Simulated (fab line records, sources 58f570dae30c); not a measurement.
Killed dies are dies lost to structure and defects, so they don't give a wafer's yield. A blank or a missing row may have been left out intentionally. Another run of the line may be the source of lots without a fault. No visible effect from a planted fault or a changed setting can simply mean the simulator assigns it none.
fab line records -- flow berkeleyCmos170
[record] lots = 14, wafers = 42, lastDay = 12
route steps=331 shown PWELL@47 ACTIVE@63 PVT@122 V2@305
lots untouched by any fault: they come from a run of this same line in which no faults occurred
startH: hours from the record's opening day to when the first of the lot's shown wafers began -- waitH: hours from the lot's prior step to this one -- " as in the row above -- L1.1+2: a row that stands for several wafers -- - either no value or no given start -- * or withheld: withheld -- < > ~ a bound
route shown NAME@n: a module of which the file shows steps, and the number in the route of the first -- usual: mean/standard deviation of fault-free wafers -- same: alike in all rows -- chamber/n: place in a boat -- sites: each site's reading -- _std_site: standard deviation across them -- _edge_site: inner sites' mean taken away from outer sites' mean -- radiusMm: how far each site lies from the wafer's centre -- mask NAME#n: copy n -- behind: the most recent tool/chamber to have shaped the wafer -- hold: cause of the lot's hold/its duration in hours/its outcome -- device: transistor that didn't switch, given as n, p or np -- end of line: the same wafers' tests at the end of the route -- for a step that has no rows: nothing shown but its recipe -- killed: dies lost to structure and defects at the first sort, not the wafer's yield -- map: the dies of a wafer, with x for killed, . for not killed, _ for no die there
set.NAME: the setting that was run; set.NAME@STEP: the one run at that earlier step -- model.NAME: the simulator's own value behind a step, which no gauge read
route steps across a sampled set of lots; one table per step, one row per wafer
services: from which hour (startH, from the record's first day; less than 0 if before it) a tool's chamber was out of use, for how many hours, and why
[[steps]]
[step UCB170_PWELL_OVL_MEAS_13]
[usual] PWELL_OVL = -3/5.9
lot.wafer,tool,chamber,startH,waitH,PWELL_OVL[nm]
L961.1,overlay-01,-,55.38,-,-1
L961.2,overlay-01,-,55.38,-,-7
L961.6,overlay-01,-,55.38,-,-5
L962.2,overlay-01,-,55.63,-,1
L962.3,overlay-01,-,55.63,-,-7
L962.4,overlay-01,-,55.63,-,4
L963.4,overlay-02,-,73.00,-,2
L963.5,overlay-02,-,73.00,-,2
L963.6,overlay-02,-,73.00,-,-2
L965.3,overlay-01,-,73.26,-,2
L965.5,overlay-01,-,73.26,-,-1
L965.6,overlay-01,-,73.26,-,-4
L964.4,overlay-01,-,73.54,-,-13
L964.5,overlay-01,-,73.54,-,-10
L964.6,overlay-01,-,73.54,-,-14
L967.3,overlay-02,-,81.87,-,-1
L967.5,overlay-02,-,81.87,-,-11
L967.6,overlay-02,-,81.87,-,-3
L966.1,overlay-02,-,81.99,-,-5
L966.4,overlay-02,-,81.99,-,-6
L966.5,overlay-02,-,81.99,-,-6
L968.4,overlay-02,-,90.95,-,1
L968.5,overlay-02,-,90.95,-,-3
L968.6,overlay-02,-,90.95,-,-3
L975.4,overlay-01,-,129.81,-,5
L975.5,overlay-01,-,129.81,-,-9
L975.6,overlay-01,-,129.81,-,-3
L977.1,overlay-01,-,133.78,-,-7
L977.4,overlay-01,-,133.78,-,5
L977.6,overlay-01,-,133.78,-,1
L979.1,overlay-01,-,154.29,-,-9
L979.3,overlay-01,-,154.29,-,-6
L979.4,overlay-01,-,154.29,-,-1
L981.1,overlay-01,-,154.92,-,-4
L981.5,overlay-01,-,154.92,-,-8
L981.6,overlay-01,-,154.92,-,-1
L984.1,overlay-02,-,166.08,-,-3
L984.3,overlay-02,-,166.08,-,-6
L984.4,overlay-02,-,166.08,-,9
L983.1,overlay-02,-,166.67,-,7
L983.4,overlay-02,-,166.67,-,-5
L983.6,overlay-02,-,166.67,-,-4
[step UCB170_ACTIVE_THK_MEAS_03]
[recipe] reads = SiO2_of_ACTIVE_OXIDATION_02
[usual] ACTIVE_OXIDE_THK = 26.5/0.46
lot.wafer,tool,chamber,startH,waitH,ACTIVE_OXIDE_THK[nm]
L961.1,filmMetro-02,-,85.72,0.0,26.0
L961.2,filmMetro-02,-,85.72,0.0,25.7
L961.6,filmMetro-02,-,85.72,0.0,25.5
L962.2,filmMetro-01,-,85.73,0.0,26.3
L962.3,filmMetro-01,-,85.73,0.0,26.5
L962.4,filmMetro-01,-,85.73,0.0,26.1
L963.4,filmMetro-04,-,96.60,0.0,26.5
L963.5,filmMetro-04,-,96.60,0.0,26.5
L963.6,filmMetro-04,-,96.60,0.0,26.8
L964.4,filmMetro-02,-,96.60,0.0,26.0
L964.5,filmMetro-02,-,96.60,0.0,26.0
L964.6,filmMetro-02,-,96.60,0.0,25.8
L965.3,filmMetro-04,-,96.65,0.1,26.3
L965.5,filmMetro-04,-,96.65,0.1,25.8
L965.6,filmMetro-04,-,96.65,0.1,26.2
L966.1,filmMetro-04,-,107.88,0.0,26.8
L966.4,filmMetro-04,-,107.88,0.0,26.7
L966.5,filmMetro-04,-,107.88,0.0,26.5
L967.3,filmMetro-02,-,107.93,0.0,26.6
L967.5,filmMetro-02,-,107.93,0.0,26.9
L967.6,filmMetro-02,-,107.93,0.0,26.8
L968.4,filmMetro-01,-,113.61,0.0,26.2
L968.5,filmMetro-01,-,113.61,0.0,26.5
L968.6,filmMetro-01,-,113.61,0.0,26.4
L975.4,filmMetro-01,-,155.98,0.0,26.3
L975.5,filmMetro-01,-,155.98,0.0,26.8
L975.6,filmMetro-01,-,155.98,0.0,26.9
L977.1,filmMetro-04,-,156.01,0.1,26.5
L977.4,filmMetro-04,-,156.01,0.1,26.6
L977.6,filmMetro-04,-,156.01,0.1,26.4
L981.1,filmMetro-02,-,175.03,0.0,26.9
L981.5,filmMetro-02,-,175.03,0.0,26.7
L981.6,filmMetro-02,-,175.03,0.0,27.3
L979.1,filmMetro-02,-,175.09,0.1,26.6
L979.3,filmMetro-02,-,175.09,0.1,27.1
L979.4,filmMetro-02,-,175.09,0.1,27.3
L983.1,filmMetro-01,-,194.49,0.0,26.7
L983.4,filmMetro-01,-,194.49,0.0,26.4
L983.6,filmMetro-01,-,194.49,0.0,26.5
L984.1,filmMetro-04,-,194.52,0.0,26.7
L984.3,filmMetro-04,-,194.52,0.0,26.3
L984.4,filmMetro-04,-,194.52,0.0,26.7
[step UCB170_PVT_IMPLANT_07]
[recipe] species = P, doseCm2 = 2e+12, energyKev = 30, tiltDeg = 7
[usual] beamOnS = 10.01/0.19, doseIonsCm2 = 1.9998e+12/2.1e+09, faradayCurrentUA = 6.34/0.12
[same] implantIonAmu = 31
lot.wafer,tool,chamber,startH,waitH,beamOnS,doseIonsCm2,faradayCurrentUA
L961.1,implanter-03,0,131.82,0.0,10.21,1.9998e+12,6.20
L961.2,implanter-03,0,131.82,0.0,10.06,2.001e+12,6.30
L961.6,implanter-03,0,131.82,0.0,10.14,2.0023e+12,6.28
L962.2,implanter-04,0,131.86,0.0,10.06,1.9976e+12,6.28
L962.3,implanter-04,0,131.86,0.0,9.99,1.9977e+12,6.35
L962.4,implanter-04,0,131.86,0.0,9.84,2.0014e+12,6.46
L965.3,implanter-03,0,141.58,0.1,9.76,1.9998e+12,6.52
L965.5,implanter-03,0,141.58,0.1,10.10,2.0013e+12,6.28
L965.6,implanter-03,0,141.58,0.1,10.15,1.9977e+12,6.28
L963.4,implanter-04,0,141.88,0.1,10.30,2.002e+12,6.13
L963.5,implanter-04,0,141.88,0.1,10.03,2.0005e+12,6.32
L963.6,implanter-04,0,141.88,0.1,9.81,1.9996e+12,6.51
L964.4,implanter-01,0,142.15,0.1,10.56,2e+12,6.01
L964.5,implanter-01,0,142.15,0.1,9.91,1.9996e+12,6.41
L964.6,implanter-01,0,142.15,0.1,9.84,2.0007e+12,6.44
L966.1,implanter-04,0,151.66,0.0,10.19,1.9977e+12,6.23
L966.4,implanter-04,0,151.66,0.0,9.54,1.9966e+12,6.63
L966.5,implanter-04,0,151.66,0.0,9.65,1.9973e+12,6.57
L967.3,implanter-01,0,151.95,0.1,9.92,1.9982e+12,6.36
L967.5,implanter-01,0,151.95,0.1,10.32,2.0002e+12,6.14
L967.6,implanter-01,0,151.95,0.1,9.94,2.0006e+12,6.39
L968.4,implanter-01,0,161.57,0.1,9.62,1.9975e+12,6.57
L968.5,implanter-01,0,161.57,0.1,9.63,2.0009e+12,6.59
L968.6,implanter-01,0,161.57,0.1,9.97,1.999e+12,6.35
L975.4,implanter-01,0,205.61,0.1,10.04,1.6585e+12,5.22
L975.5,implanter-01,0,205.61,0.1,10.05,1.656e+12,5.22
L975.6,implanter-01,0,205.61,0.1,9.96,1.6577e+12,5.29
L977.1,implanter-01,0,206.09,0.0,10.02,1.6575e+12,5.23
L977.4,implanter-01,0,206.09,0.0,10.37,1.6572e+12,5.08
L977.6,implanter-01,0,206.09,0.0,9.74,1.6581e+12,5.43
L981.1,implanter-04,0,216.90,0.0,10.09,1.9999e+12,6.29
L981.5,implanter-04,0,216.90,0.0,9.88,1.999e+12,6.44
L981.6,implanter-04,0,216.90,0.0,9.91,2.0002e+12,6.39
L979.1,implanter-03,0,216.94,0.0,10.20,1.9984e+12,6.25
L979.3,implanter-03,0,216.94,0.0,9.58,2.0008e+12,6.57
L979.4,implanter-03,0,216.94,0.0,10.15,1.9981e+12,6.28
L984.1,implanter-03,0,238.26,0.0,10.16,1.9976e+12,6.24
L984.3,implanter-03,0,238.26,0.0,10.09,2.0004e+12,6.29
L984.4,implanter-03,0,238.26,0.0,10.12,1.9971e+12,6.28
L983.1,implanter-04,0,238.77,0.0,9.95,1.9996e+12,6.40
L983.4,implanter-04,0,238.77,0.0,10.05,1.9988e+12,6.31
L983.6,implanter-04,0,238.77,0.0,10.19,1.9999e+12,6.26
[step UCB170_PVT_TW_MEAS_09]
[usual] PVT_TW = 513/5.1
lot.wafer,tool,chamber,startH,waitH,PVT_TW
L961.1,filmMetro-03,-,132.07,0.1,518
L961.2,filmMetro-03,-,132.07,0.1,520
L961.6,filmMetro-03,-,132.07,0.1,519
L962.2,filmMetro-01,-,132.09,0.1,502
L962.3,filmMetro-01,-,132.09,0.1,503
L962.4,filmMetro-01,-,132.09,0.1,506
L965.3,filmMetro-03,-,141.80,0.1,520
L965.5,filmMetro-03,-,141.80,0.1,517
L965.6,filmMetro-03,-,141.80,0.1,517
L963.4,filmMetro-03,-,142.08,0.1,517
L963.5,filmMetro-03,-,142.08,0.1,518
L963.6,filmMetro-03,-,142.08,0.1,518
L964.4,filmMetro-03,-,142.36,0.1,520
L964.5,filmMetro-03,-,142.36,0.1,516
L964.6,filmMetro-03,-,142.36,0.1,520
L966.1,filmMetro-03,-,151.91,0.1,521
L966.4,filmMetro-03,-,151.91,0.1,517
L966.5,filmMetro-03,-,151.91,0.1,518
L967.3,filmMetro-01,-,152.17,0.1,507
L967.5,filmMetro-01,-,152.17,0.1,507
L967.6,filmMetro-01,-,152.17,0.1,509
L968.4,filmMetro-02,-,161.77,0.1,507
L968.5,filmMetro-02,-,161.77,0.1,509
L968.6,filmMetro-02,-,161.77,0.1,510
L975.4,filmMetro-02,-,205.82,0.1,483
L975.5,filmMetro-02,-,205.82,0.1,482
L975.6,filmMetro-02,-,205.82,0.1,483
L977.1,filmMetro-03,-,206.34,0.1,486
L977.4,filmMetro-03,-,206.34,0.1,488
L977.6,filmMetro-03,-,206.34,0.1,490
L981.1,filmMetro-03,-,217.15,0.1,518
L981.5,filmMetro-03,-,217.15,0.1,517
L981.6,filmMetro-03,-,217.15,0.1,514
L979.1,filmMetro-02,-,217.19,0.1,516
L979.3,filmMetro-02,-,217.19,0.1,514
L979.4,filmMetro-02,-,217.19,0.1,516
L984.1,filmMetro-03,-,238.51,0.1,518
L984.3,filmMetro-03,-,238.51,0.1,516
L984.4,filmMetro-03,-,238.51,0.1,517
L983.1,filmMetro-02,-,239.02,0.1,511
L983.4,filmMetro-02,-,239.02,0.1,515
L983.6,filmMetro-02,-,239.02,0.1,517
[step UCB170_V2_OVL_MEAS_13]
[usual] V2_OVL = -1/6
lot.wafer,tool,chamber,startH,waitH,V2_OVL[nm]
L961.1,overlay-02,-,180.87,0.1,9
L961.2,overlay-02,-,180.87,0.1,10
L961.6,overlay-02,-,180.87,0.1,8
L962.2,overlay-02,-,181.86,0.1,1
L962.3,overlay-02,-,181.86,0.1,4
L962.4,overlay-02,-,181.86,0.1,2
L963.4,overlay-01,-,195.80,0.1,2
L963.5,overlay-01,-,195.80,0.1,1
L963.6,overlay-01,-,195.80,0.1,-4
L964.4,overlay-01,-,200.02,0.1,-12
L964.5,overlay-01,-,200.02,0.1,-9
L964.6,overlay-01,-,200.02,0.1,-7
L965.3,overlay-01,-,200.26,0.1,-5
L965.5,overlay-01,-,200.26,0.1,-7
L965.6,overlay-01,-,200.26,0.1,-4
L967.3,overlay-01,-,204.25,0.1,-1
L967.5,overlay-01,-,204.25,0.1,-10
L967.6,overlay-01,-,204.25,0.1,0
L966.1,overlay-01,-,206.30,0.1,7
L966.4,overlay-01,-,206.30,0.1,0
L966.5,overlay-01,-,206.30,0.1,8
L968.4,overlay-01,-,213.37,0.1,5
L968.5,overlay-01,-,213.37,0.1,6
L968.6,overlay-01,-,213.37,0.1,0
L977.1,overlay-02,-,252.83,0.1,0
L977.4,overlay-02,-,252.83,0.1,-5
L977.6,overlay-02,-,252.83,0.1,2
L975.4,overlay-01,-,255.20,0.1,-3
L975.5,overlay-01,-,255.20,0.1,-3
L975.6,overlay-01,-,255.20,0.1,-4
L981.1,overlay-01,-,269.00,0.1,-1
L981.5,overlay-01,-,269.00,0.1,-3
L981.6,overlay-01,-,269.00,0.1,-4
L979.1,overlay-01,-,269.30,0.1,-6
L979.3,overlay-01,-,269.30,0.1,2
L979.4,overlay-01,-,269.30,0.1,-5
L984.1,overlay-01,-,290.32,0.1,-2
L984.3,overlay-01,-,290.32,0.1,-4
L984.4,overlay-01,-,290.32,0.1,8
L983.1,overlay-01,-,290.56,0.1,-1
L983.4,overlay-01,-,290.56,0.1,-2
L983.6,overlay-01,-,290.56,0.1,-1
[[services]]
tool,chamber,startH,hours,kind
implanter-03,-,149.73,9.5,repair
implanter-03,-,157.95,0.6,repair
implanter-01,-,208.82,5.2,pm
implanter-01,-,219.01,2.0,repair
implanter-04,-,231.84,3.5,repair
implanter-04,-,234.85,1.9,repair
[[key]]
[firstSign] step = UCB170_PVT_IMPLANT_07, reading = doseIonsCm2, direction = down, sigmas = 99+, usual = 1.9998e+12, struck = 1.6575e+12
[effect] step = UCB170_PVT_IMPLANT_07, reading = faradayCurrentUA, direction = down, sigmas = 9, usual = 6.34, struck = 5.24
[effect] step = UCB170_PVT_TW_MEAS_09, reading = PVT_TW, direction = down, sigmas = 5.4, usual = 513, struck = 485
metAt UCB170_PVT_IMPLANT_07
struckLots L975,L977
testerLeftOut L975,L977
notActingAt UCB170_PWELL_OVL_MEAS_13,UCB170_ACTIVE_THK_MEAS_03,UCB170_V2_OVL_MEAS_13
onsetBetween 161.57 205.61
[fault] kind = processParameterDrift, tool = implanter-01, chamber = -, onsetH = 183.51, steps = UCB170_PVT_IMPLANT_07, channel = doseCm2, offset = -3.4e+11, shape = step, endH = 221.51, actsIn = theseRecipesOnly, stated = 2e+12
// testerLeftOut: of these lots the tester's yield and bins aren't shown, on N5 and GAA mostly nor the transistor test; their killed dies are dies lost to structure and defects alone, not to doping, threshold or leakage, so they don't give the yield
